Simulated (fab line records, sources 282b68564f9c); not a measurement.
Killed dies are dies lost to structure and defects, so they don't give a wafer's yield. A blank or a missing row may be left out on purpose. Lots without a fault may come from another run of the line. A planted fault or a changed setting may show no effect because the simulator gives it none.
Which tool did it? | flow rit_cmos | 13 lots, 39 wafers sampled, at 4 steps of a route of 202

WHAT THE GAUGES READ, wafer by wafer
RIT_CONTACT_THK_MEAS_01. Usual: CONTACT_TEOS_THK 399 nm, standard deviation 5.
lot  | measured    | on            | CONTACT_TEOS_THK (nm) | flag
L565 | day 3 14:05 | film_metro-02 | 400 399 400           |
L566 | day 3 21:54 | film_metro-01 | 396 407 400           |
L567 | day 4 00:26 | film_metro-01 | 398 408 406           |
L568 | day 4 10:57 | film_metro-04 | 395 389 400           |
L570 | day 4 15:42 | film_metro-01 | 396 407 406           |
L571 | day 4 21:00 | film_metro-02 | 396 400 403           |
L572 | day 5 04:47 | film_metro-02 | 395 403 400           |
L573 | day 5 09:48 | film_metro-04 | 389 392 396           |
L575 | day 5 21:22 | film_metro-01 | 401 406 405           |
L579 | day 6 11:20 | film_metro-01 | 392 393 398           |
L583 | day 7 12:23 | film_metro-02 | 395 400 398           |
L584 | day 7 13:56 | film_metro-02 | 399 323 325           | OFF
L586 | day 8 03:34 | film_metro-01 | 394 400 402           |

RIT_M1_OVL_MEAS_10. Usual: M1_OVL -0.3 nm, standard deviation 1.4.
lot  | measured    | on         | M1_OVL (nm)    | flag
L565 | day 3 18:08 | overlay-01 | 1.7 -0.6 1.9   |
L566 | day 4 02:02 | overlay-02 | -2.3 -3.3 -2.4 |
L567 | day 4 04:14 | overlay-02 | 0.9 0.7 -1.5   |
L568 | day 4 14:45 | overlay-02 | -1.7 -0.9 -2.8 |
L570 | day 4 19:30 | overlay-02 | -0.4 -1.5 -2.5 |
L571 | day 5 00:55 | overlay-02 | -1.2 -0.3 -1.3 |
L572 | day 5 08:25 | overlay-01 | -0.8 0.4 -0.3  |
L573 | day 5 13:35 | overlay-01 | -0.6 -1.8 -0.2 |
L575 | day 6 01:16 | overlay-01 | -1.3 -0.1 1.9  |
L579 | day 6 15:11 | overlay-01 | 1.3 1.6 1.5    |
L583 | day 7 16:26 | overlay-01 | -1.2 -1.6 -1.4 |
L584 | day 7 17:48 | overlay-01 | 1.5 2.2 -0.2   |
L586 | day 8 07:13 | overlay-02 | -0.3 -1.3 1.2  |

WHICH TOOL RAN EACH LOT (tool, then ch and the chambers of the sampled wafers, then the start)
lot  | RIT_CONTACT_CVD_00             | RIT_M1_SPUTTER_00
L565 | pecvd-03 ch 0,1,2, day 3 14:01 | pvd_sputter-02, day 3 16:32
L566 | pecvd-02 ch 0,1,2, day 3 21:50 | pvd_sputter-02, day 4 00:25
L567 | pecvd-01 ch 0,2, day 4 00:22   | pvd_sputter-04, day 4 02:38
L568 | pecvd-03 ch 0,2, day 4 10:54   | pvd_sputter-02, day 4 13:10
L570 | pecvd-01 ch 0,1, day 4 15:38   | pvd_sputter-02, day 4 17:51
L571 | pecvd-03 ch 0,1, day 4 20:56   | pvd_sputter-01, day 4 23:18
L572 | pecvd-01 ch 0,1, day 5 04:43   | pvd_sputter-02, day 5 06:56
L573 | pecvd-02 ch 0,1, day 5 09:45   | pvd_sputter-02, day 5 11:59
L575 | pecvd-01 ch 1,2, day 5 21:19   | pvd_sputter-02, day 5 23:40
L579 | pecvd-02 ch 0,1,2, day 6 11:16 | pvd_sputter-02, day 6 13:41
L583 | pecvd-03 ch 0,1, day 7 12:20   | pvd_sputter-02, day 7 14:52
L584 | pecvd-01 ch 1,2, day 7 13:53   | pvd_sputter-01, day 7 16:19
L586 | pecvd-03 ch 0,1,2, day 8 03:29 | pvd_sputter-01, day 8 05:44
- RIT_CONTACT_CVD_00: deposits SiO2 from TEOS, target thk 400 nm, time 61 s.
- RIT_M1_SPUTTER_00: material Al, target thk 400 nm, time 500 s.

WHAT THE TOOLS THEMSELVES READ (means of the sampled wafers that have a number; where no wafer has one, the mark that the record gives instead)
RIT_CONTACT_CVD_00. Usual: heater_power_w 334 W, standard deviation 48; rf_fwd_power_W 397.0 W, standard deviation 1.4; run_length_s 88.9 s, standard deviation 0.56.
lot  | tool     | heater_power_w (W) | rf_fwd_power_W (W) | run_length_s (s) | flag
L565 | pecvd-03 | 358                | 397.9              | 89.2             |
L566 | pecvd-02 | 350                | 395.5              | 89.1             |
L567 | pecvd-01 | 334                | 398.1              | 88.6             |
L568 | pecvd-03 | 363                | 397.9              | 89.1             |
L570 | pecvd-01 | 313                | 398.3              | 88.7             |
L571 | pecvd-03 | 375                | 396.7              | 89.3             |
L572 | pecvd-01 | 325                | 397.2              | 88.6             |
L573 | pecvd-02 | 347                | 398.4              | 88.7             |
L575 | pecvd-01 | 310                | 398.4              | 88.5             |
L579 | pecvd-02 | 309                | 395.9              | 88.7             |
L583 | pecvd-03 | 376                | 396.7              | 89.8             |
L584 | pecvd-01 | 303                | 395.4              | 80.1             | OFF
L586 | pecvd-03 | 378                | 396.6              | 89.4             |

RIT_M1_SPUTTER_00. Usual: throttle_valve_pct 30.1 %, standard deviation 1.2.
lot  | tool           | throttle_valve_pct (%) | flag
L565 | pvd_sputter-02 | 29.4                   |
L566 | pvd_sputter-02 | 29.3                   |
L567 | pvd_sputter-04 | 29.7                   |
L568 | pvd_sputter-02 | 29.4                   |
L570 | pvd_sputter-02 | 29.0                   |
L571 | pvd_sputter-01 | 31.2                   |
L572 | pvd_sputter-02 | 29.3                   |
L573 | pvd_sputter-02 | 29.9                   |
L575 | pvd_sputter-02 | 29.9                   |
L579 | pvd_sputter-02 | 29.8                   |
L583 | pvd_sputter-02 | 28.7                   |
L584 | pvd_sputter-01 | 31.3                   |
L586 | pvd_sputter-01 | 30.9                   |

THE ANSWER, worked out from the rows above alone
Rule: a lot is off if the mean of its wafers that have a number lies more than 3 standard deviations from the usual mean. A lot without any number at a reading at which 4 lots or more have one is off too. The other lots that the step has rows for count as sound. The gauges are gone through in route order, then the tools' own readings, and for those a lot's mean is taken as printed above. The first step at which some lot is off is used, and at that step the reading that is off furthest; a lot without a number counts as furthest.
Off: L584, at RIT_CONTACT_THK_MEAS_01 (CONTACT_TEOS_THK).
A tool fits if, at a process step before that reading, it ran every lot that is off, and no sound lot after the first of them. The gauges at RIT_CONTACT_THK_MEAS_01 aren't tried: what is off there is off at RIT_CONTACT_CVD_00 too, on other tools, and a gauge's error can't cause that. One fits: pecvd-01 at RIT_CONTACT_CVD_00. Its last sound lot is L575 (day 5 21:19), its first lot that is off L584 (day 7 13:53): a fault that began between those two fits.
The tool's own readings at RIT_CONTACT_CVD_00 bear it out: on the lots that are off they differ by more than 5 times the standard deviation of the sound lots' means. run_length_s reads 80.1 s there against 89.0 s on the sound lots.

WHAT THE SIMULATOR HAD PUT IN
Process parameter drift: pecvd-01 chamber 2, from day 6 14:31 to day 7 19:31, at RIT_CONTACT_CVD_00. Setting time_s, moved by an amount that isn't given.
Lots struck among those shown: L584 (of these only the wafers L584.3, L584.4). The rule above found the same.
